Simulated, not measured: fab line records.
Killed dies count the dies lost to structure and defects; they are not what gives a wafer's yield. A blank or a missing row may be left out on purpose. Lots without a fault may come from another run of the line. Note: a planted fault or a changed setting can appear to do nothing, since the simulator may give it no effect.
Tool commonality check + flow berkeley cmos170 + 14 lots and 42 wafers in the sample

== WHY IT WAS OPENED ==
2 of 14 lots carry a flag on the reading PLDD_RS at UCB170_SDANNEAL_RS_MEAS_04. No-fault wafers: 1031.6 ohm/sq, standard deviation 2.7.
Rule: a lot gets a flag if all its wafers with a number sit over 4 standard deviations from that mean, or if no wafer of it has a number. All remaining lots are regarded as sound.

| lot  | measured     | on            | PLDD_RS (ohm/sq), wafer by wafer | flag    |
|------|--------------|---------------|----------------------------------|---------|
| L588 | day 8 07:46  | film metro-03 | 1029.3 1027.2 1029.0             |         |
| L589 | day 8 17:06  | film metro-02 | 1033.4 1034.1 1030.4             |         |
| L594 | day 9 10:42  | film metro-03 | 1031.3 1030.8 1027.7             |         |
| L592 | day 9 11:23  | film metro-04 | 1031.0 1030.6 1029.7             |         |
| L596 | day 9 20:11  | film metro-02 | 1037.1 1036.5 1036.9             |         |
| L595 | day 9 20:40  | film metro-03 | 1028.1 1029.6 1029.8             |         |
| L598 | day 10 09:55 | film metro-02 | 1027.2 1029.3 1030.2             |         |
| L597 | day 10 10:44 | film metro-02 | 1035.7 1033.2 1035.8             |         |
| L605 | day 11 22:11 | film metro-02 | 1056.4 1055.4 1056.2             | FLAGGED |
| L604 | day 11 22:21 | film metro-03 | 1033.0 1035.6 1034.8             |         |
| L603 | day 11 22:31 | film metro-04 | 1050.9 1051.5 1047.3             | FLAGGED |
| L606 | day 12 03:05 | film metro-04 | 1029.7 1033.3 1031.0             |         |
| L607 | day 12 13:23 | film metro-03 | 1031.1 1032.7 1029.4             |         |
| L611 | day 13 10:42 | film metro-03 | 1031.3 1032.9 1032.0             |         |
Average over the flagged lots: 1053.0 ohm/sq; offset from the usual +21.4 ohm/sq, equal to +8 standard deviations.

== TOOL THAT RAN EACH LOT ==
Before the reading, the record contains 2 process steps out of a 331-step route. In each cell: the tool, then ch and the chambers that the sampled wafers went through, then the start.
| lot  | flag    | UCB170_PFIELD_STRIP_08               | UCB170_PLDD_IMPLANT_08          |
|------|---------|--------------------------------------|---------------------------------|
| L588 |         | plasma asher-01 ch 0,1, day 4 23:11  | implanter-02 ch 0, day 7 17:08  |
| L589 |         | plasma asher-04 ch 0,1, day 5 07:51  | implanter-02 ch 0, day 8 03:53  |
| L594 |         | plasma asher-04 ch 0,1, day 5 20:40  | implanter-03 ch 0, day 8 19:07  |
| L592 |         | plasma asher-03 ch 0,1, day 5 20:56  | implanter-02 ch 0, day 8 18:30  |
| L596 |         | plasma asher-01 ch 0,1, day 6 20:14  | implanter-03 ch 0, day 9 02:37  |
| L595 |         | plasma asher-04 ch 0,1, day 6 20:31  | implanter-04 ch 0, day 9 02:48  |
| L598 |         | plasma asher-01 ch 0,1, day 7 06:17  | implanter-03 ch 0, day 9 19:46  |
| L597 |         | plasma asher-01 ch 0,1, day 7 06:05  | implanter-02 ch 0, day 9 19:59  |
| L605 | FLAGGED | plasma asher-01 ch 0, day 8 16:12    | implanter-03 ch 0, day 11 04:56 |
| L604 |         | plasma asher-01 ch 0,1, day 8 15:42  | implanter-02 ch 0, day 11 05:55 |
| L603 | FLAGGED | plasma asher-04 ch 0,1, day 8 15:41  | implanter-03 ch 0, day 11 06:14 |
| L606 |         | plasma asher-03 ch 0, day 9 02:30    | implanter-02 ch 0, day 11 15:44 |
| L607 |         | plasma asher-01 ch 1, day 9 17:50    | implanter-02 ch 0, day 11 22:48 |
| L611 |         | plasma asher-01 ch 0,1, day 10 09:26 | implanter-04 ch 0, day 12 19:18 |
What these steps do:
- UCB170_PFIELD_STRIP_08: strips in O2.
- UCB170_PLDD_IMPLANT_08
- UCB170_SDANNEAL_RS_MEAS_04: measures by four-point-probe.

== FLAGGED AGAINST TOTAL, ONE TOOL AT A TIME (gauges that did the reading follow at the end) ==
| step                       | tool            | lots run | flagged | share of the flagged lots | sound lots run after its first flagged lot |
|----------------------------|-----------------|----------|---------|---------------------------|--------------------------------------------|
| UCB170_PFIELD_STRIP_08     | plasma asher-01 | 8        | 1       | some                      | 2 (L607,L611)                              |
| UCB170_PFIELD_STRIP_08     | plasma asher-03 | 2        | 0       | none                      | -                                          |
| UCB170_PFIELD_STRIP_08     | plasma asher-04 | 4        | 1       | some                      | 0                                          |
| UCB170_PLDD_IMPLANT_08     | implanter-02    | 7        | 0       | none                      | -                                          |
| UCB170_PLDD_IMPLANT_08     | implanter-03    | 5        | 2       | all                       | 0                                          |
| UCB170_PLDD_IMPLANT_08     | implanter-04    | 2        | 0       | none                      | -                                          |
| UCB170_SDANNEAL_RS_MEAS_04 | film metro-02   | 5        | 1       | some                      | 0                                          |
| UCB170_SDANNEAL_RS_MEAS_04 | film metro-03   | 6        | 0       | none                      | -                                          |
| UCB170_SDANNEAL_RS_MEAS_04 | film metro-04   | 3        | 1       | some                      | 1 (L606)                                   |

== THE TABLE: WHAT IT ALLOWS ==
In the table, 1 row covers all flagged lots: implanter-03 at UCB170_PLDD_IMPLANT_08.
- implanter-03 at UCB170_PLDD_IMPLANT_08 ran 5 lots, 2 of them flagged. Last sound lot L598 at day 9 19:46, first flagged lot L605 at day 11 04:56; a fault beginning in between fits. Its own readings lie more than 4 standard deviations out on every wafer of the flagged lots: dose ions cm2.
One tool is left: implanter-03 at UCB170_PLDD_IMPLANT_08.

== WHAT THE SIMULATOR HAD PUT IN ==
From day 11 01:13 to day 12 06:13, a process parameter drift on implanter-03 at UCB170_PLDD_IMPLANT_08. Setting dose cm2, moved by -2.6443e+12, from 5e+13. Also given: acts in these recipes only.
Shown lots that were struck: L605, L603. The same result came from the rule above.
